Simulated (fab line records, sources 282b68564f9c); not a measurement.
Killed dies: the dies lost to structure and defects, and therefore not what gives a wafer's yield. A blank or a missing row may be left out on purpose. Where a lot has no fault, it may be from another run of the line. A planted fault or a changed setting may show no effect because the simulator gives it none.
Which tool was responsible? / flow ritCmos / 14 lots (42 wafers sampled), 1 step of a 202-step route

WHAT THE GAUGES SHOWED, per wafer
Not one reading of a measure or inspect step in the record can be checked against a usual standard deviation.

WHAT TOOL EACH LOT RAN ON (gives the tool, then ch and the chambers of the sampled wafers, and finally the start)
lot=L643; RIT_PRETRO_STRIP_09=plasmaAsher-02 ch 0,1, day 2 09:34
lot=L646; RIT_PRETRO_STRIP_09=plasmaAsher-03 ch 0,1, day 3 02:50
lot=L647; RIT_PRETRO_STRIP_09=plasmaAsher-01 ch 0,1, day 3 07:45
lot=L648; RIT_PRETRO_STRIP_09=plasmaAsher-02 ch 0,1, day 3 14:01
lot=L650; RIT_PRETRO_STRIP_09=plasmaAsher-01 ch 0,1, day 3 19:34
lot=L651; RIT_PRETRO_STRIP_09=plasmaAsher-01 ch 1, day 3 23:38
lot=L653; RIT_PRETRO_STRIP_09=plasmaAsher-02 ch 1, day 4 09:53
lot=L660; RIT_PRETRO_STRIP_09=plasmaAsher-03 ch 0,1, day 5 21:21
lot=L661; RIT_PRETRO_STRIP_09=plasmaAsher-03 ch 0,1, day 6 02:10
lot=L662; RIT_PRETRO_STRIP_09=plasmaAsher-03 ch 0,1, day 6 07:29
lot=L663; RIT_PRETRO_STRIP_09=plasmaAsher-01 ch 0,1, day 6 13:18
lot=L664; RIT_PRETRO_STRIP_09=plasmaAsher-03 ch 0,1, day 6 18:18
lot=L665; RIT_PRETRO_STRIP_09=plasmaAsher-02 ch 0, day 7 02:44
lot=L666; RIT_PRETRO_STRIP_09=plasmaAsher-03 ch 0,1, day 7 04:08
- RIT_PRETRO_STRIP_09: strips in O2, time 180 s.

AS READ BY THE TOOLS THEMSELVES (means over the sampled wafers that have a number; for cases with no such wafer, the mark the record gives instead)
RIT_PRETRO_STRIP_09. Usual: chamberPressureMTorr 4000 mTorr, standard deviation 3.1; drypumpMotorCurrentA 6.0 A, standard deviation 0.53.
lot=L643; tool=plasmaAsher-02; chamberPressureMTorr (mTorr)=3998; drypumpMotorCurrentA (A)=6.3; flag=
lot=L646; tool=plasmaAsher-03; chamberPressureMTorr (mTorr)=4001; drypumpMotorCurrentA (A)=6.1; flag=
lot=L647; tool=plasmaAsher-01; chamberPressureMTorr (mTorr)=3999; drypumpMotorCurrentA (A)=6.1; flag=
lot=L648; tool=plasmaAsher-02; chamberPressureMTorr (mTorr)=4000; drypumpMotorCurrentA (A)=6.2; flag=
lot=L650; tool=plasmaAsher-01; chamberPressureMTorr (mTorr)=-; drypumpMotorCurrentA (A)=-; flag=OFF
lot=L651; tool=plasmaAsher-01; chamberPressureMTorr (mTorr)=-; drypumpMotorCurrentA (A)=-; flag=OFF
lot=L653; tool=plasmaAsher-02; chamberPressureMTorr (mTorr)=3999; drypumpMotorCurrentA (A)=6.4; flag=
lot=L660; tool=plasmaAsher-03; chamberPressureMTorr (mTorr)=4003; drypumpMotorCurrentA (A)=5.9; flag=
lot=L661; tool=plasmaAsher-03; chamberPressureMTorr (mTorr)=3999; drypumpMotorCurrentA (A)=5.9; flag=
lot=L662; tool=plasmaAsher-03; chamberPressureMTorr (mTorr)=4001; drypumpMotorCurrentA (A)=5.9; flag=
lot=L663; tool=plasmaAsher-01; chamberPressureMTorr (mTorr)=4001; drypumpMotorCurrentA (A)=6.1; flag=
lot=L664; tool=plasmaAsher-03; chamberPressureMTorr (mTorr)=4000; drypumpMotorCurrentA (A)=6.2; flag=
lot=L665; tool=plasmaAsher-02; chamberPressureMTorr (mTorr)=4003; drypumpMotorCurrentA (A)=6.1; flag=
lot=L666; tool=plasmaAsher-03; chamberPressureMTorr (mTorr)=4001; drypumpMotorCurrentA (A)=5.9; flag=

THE ANSWER, worked out from the rows above alone
Rule: lot off if the mean of its wafers having a number is beyond 3 standard deviations from the usual mean. Also off: a lot with no number at a reading for which 4 or more lots have one. All remaining lots with rows at the step are treated as sound. First the gauges in route order, then the tools' own readings, where a lot's mean is used as printed above. At the first step where some lot is off, the reading lying furthest off is the one used; lots without a number count as furthest.
Off: L650, L651 (RIT_PRETRO_STRIP_09, chamberPressureMTorr). Without a number there: L650, L651.
If a tool, at that step or one of the process steps before it, ran each lot that is off and ran no sound lot following the first of them, it fits. None of those tried fits.

WHAT THE SIMULATOR PUT IN
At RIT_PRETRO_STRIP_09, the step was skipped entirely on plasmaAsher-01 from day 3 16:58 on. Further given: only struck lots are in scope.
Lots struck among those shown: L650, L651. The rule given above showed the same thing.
